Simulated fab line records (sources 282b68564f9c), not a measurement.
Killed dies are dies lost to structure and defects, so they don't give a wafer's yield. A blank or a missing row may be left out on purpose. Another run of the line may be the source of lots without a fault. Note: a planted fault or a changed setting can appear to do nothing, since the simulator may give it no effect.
Which tool is to blame? -- flow ritCmos -- Sampling: 14 lots, 42 wafers, 5 of 202 route steps

WHAT THE GAUGES READ, wafer by wafer
RIT_FOX1_THK_MEAS_01. Usual: for FOX1_OXIDE_THK the level is 350 nm and the standard deviation is 7.2.
lot,measured,on,FOX1_OXIDE_THK (nm),flag
L335,day 1 21:11,filmMetro-01,338 346 343,
L336,day 2 00:34,filmMetro-03,334 339 342,
L337,day 2 04:17,filmMetro-03,342 342 341,
L338,day 2 10:47,filmMetro-01,356 362 364,
L339,day 2 14:28,filmMetro-01,345 348 347,
L340,day 2 19:23,filmMetro-03,354 345 353,
L343,day 3 09:58,filmMetro-02,347 346 341,
L344,day 3 16:23,filmMetro-02,346 336 347,
L345,day 3 20:16,filmMetro-02,360 356 351,
L346,day 4 02:29,filmMetro-02,344 343 339,
L349,day 4 17:41,filmMetro-02,347 354 352,
L350,day 4 21:37,filmMetro-03,352 357 349,
L351,day 5 03:01,filmMetro-03,354 347 351,
L355,day 6 00:25,filmMetro-01,357 355 354,

RIT_FOX2_THK_MEAS_90. Usual: for FIELD_OXIDE_LEFT_1_THK the level is 324 nm and the standard deviation is 7.8.
lot,measured,on,FIELD_OXIDE_LEFT_1_THK (nm),flag
L335,day 2 00:22,filmMetro-01,336 336 337,
L336,day 2 03:50,filmMetro-01,313 316 315,
L337,day 2 06:39,filmMetro-01,314 310 315,
L338,day 2 13:09,filmMetro-02,330 333 327,
L339,day 2 17:13,filmMetro-01,305 315 308,
L340,day 2 21:49,filmMetro-04,337 336 339,
L343,day 3 12:20,filmMetro-01,339 335 332,
L344,day 3 19:33,filmMetro-01,322 329 323,
L345,day 3 22:38,filmMetro-02,329 330 325,
L346,day 4 07:20,filmMetro-04,323 327 326,
L349,day 4 20:07,filmMetro-04,328 324 325,
L350,day 5 00:27,filmMetro-04,313 318 313,
L351,day 5 05:23,filmMetro-04,317 324 317,
L355,day 6 04:49,filmMetro-01,315 311 315,

RIT_CONTACT_CD_MEAS_08: the cd target is 1000 nm. Usual: 1001.2 nm for cdNm, sd 2.2.
lot,measured,on,cdNm (nm),flag
L335,day 3 10:35,cdSem-01,1003.6 1002.3 1004.6,
L336,day 3 13:19,cdSem-01,1002.3 1000.8 1000.2,
L337,day 3 16:26,cdSem-01,1000.8 999.6 998.6,
L338,day 4 00:16,cdSem-02,1002.5 1002.1 1001.1,
L339,day 4 02:31,cdSem-01,999.4 1001.5 998.5,
L340,day 4 08:59,cdSem-02,1002.2 1001.5 1003.0,
L343,day 5 03:23,cdSem-02,1003.6 1002.5 1002.7,
L344,day 5 07:50,cdSem-02,1001.6 1001.8 1000.8,
L345,day 5 11:29,cdSem-02,1001.0 1001.9 1002.6,
L346,day 5 19:05,cdSem-02,1000.2 999.0 999.9,
L349,day 6 09:07,cdSem-02,1000.0 997.8 997.6,
L350,day 6 12:20,cdSem-02,1153.5 1152.1 1152.5,OFF
L351,day 6 17:52,cdSem-02,1118.4 1123.4 1122.9,OFF
L355,day 7 15:16,cdSem-01,999.7 999.4 1001.8,

RIT_M1_CD_MEAS_90: the cd target is 2600 nm. Usual: 2599.2 nm for cdNm, sd 2.8.
lot,measured,on,cdNm (nm),flag
L335,day 3 14:10,cdSem-01,2597.6 2596.0 2596.2,
L336,day 3 16:51,cdSem-02,2596.5 2594.6 2594.9,
L337,day 3 19:52,cdSem-01,2603.0 2601.4 2601.2,
L338,day 4 03:43,cdSem-01,2601.6 2601.1 2600.2,
L339,day 4 06:09,cdSem-01,2601.5 2599.6 2601.1,
L340,day 4 12:40,cdSem-02,2603.4 2600.0 2599.1,
L343,day 5 06:56,cdSem-01,2599.5 2595.6 2598.3,
L344,day 5 11:23,cdSem-01,2600.4 2598.1 2600.5,
L345,day 5 15:04,cdSem-01,2599.9 2596.4 2597.2,
L346,day 5 22:31,cdSem-02,2595.3 2595.5 2596.0,
L349,day 6 12:43,cdSem-02,2598.3 2598.1 2596.5,
L350,day 6 15:52,cdSem-02,2603.0 2605.6 2602.4,
L351,day 6 21:26,cdSem-02,2602.1 2599.6 2595.9,
L355,day 7 20:24,cdSem-02,2600.9 2599.8 2598.1,

WHAT TOOL EACH LOT RAN ON (gives the tool, then ch and the chambers of the sampled wafers, and finally the start)
lot,RIT_CONTACT_COAT_03
L335,"lithoTrack-04 ch 0, day 3 09:34"
L336,"lithoTrack-01 ch 0, day 3 12:16"
L337,"lithoTrack-04 ch 0, day 3 15:30"
L338,"lithoTrack-01 ch 0, day 3 23:20"
L339,"lithoTrack-01 ch 0, day 4 01:35"
L340,"lithoTrack-01 ch 0, day 4 08:02"
L343,"lithoTrack-04 ch 0, day 5 02:32"
L344,"lithoTrack-01 ch 0, day 5 06:45"
L345,"lithoTrack-04 ch 0, day 5 10:34"
L346,"lithoTrack-02 ch 0, day 5 18:09"
L349,"lithoTrack-01 ch 0, day 6 08:11"
L350,"lithoTrack-04 ch 0, day 6 11:24"
L351,"lithoTrack-04 ch 0, day 6 17:04"
L355,"lithoTrack-02 ch 0, day 7 14:20"
- RIT_CONTACT_COAT_03: resist thk 1000 nm.

AS READ BY THE TOOLS THEMSELVES (means over the sampled wafers that have a number; for cases with no such wafer, the mark the record gives instead)
The record holds no such reading with a usual standard deviation.

THE ANSWER, worked out from the rows above alone
Rule: a lot counts as off when the mean over its wafers that have a number is more than 3 standard deviations away from the usual mean. Also off: a lot with no number at a reading for which 4 or more lots have one. Where the step has rows for the other lots, those lots are counted as sound. The gauges are gone through in route order, then the tools' own readings, and for those a lot's mean is taken as printed above. The first step at which some lot is off is used, and at that step the reading that is off furthest; a lot without a number counts as furthest.
Off at RIT_CONTACT_CD_MEAS_08 (cdNm): L350, L351.
A tool fits if, at a process step before that reading, it ran every lot that is off, and no sound lot after the first of them. Those tools and the gauges at RIT_CONTACT_CD_MEAS_08 are tried in the same way. Can't be told from this: 2 tools fit, lithoTrack-04 at RIT_CONTACT_COAT_03, cdSem-02 at RIT_CONTACT_CD_MEAS_08.

WHAT WAS PUT IN BY THE SIMULATOR
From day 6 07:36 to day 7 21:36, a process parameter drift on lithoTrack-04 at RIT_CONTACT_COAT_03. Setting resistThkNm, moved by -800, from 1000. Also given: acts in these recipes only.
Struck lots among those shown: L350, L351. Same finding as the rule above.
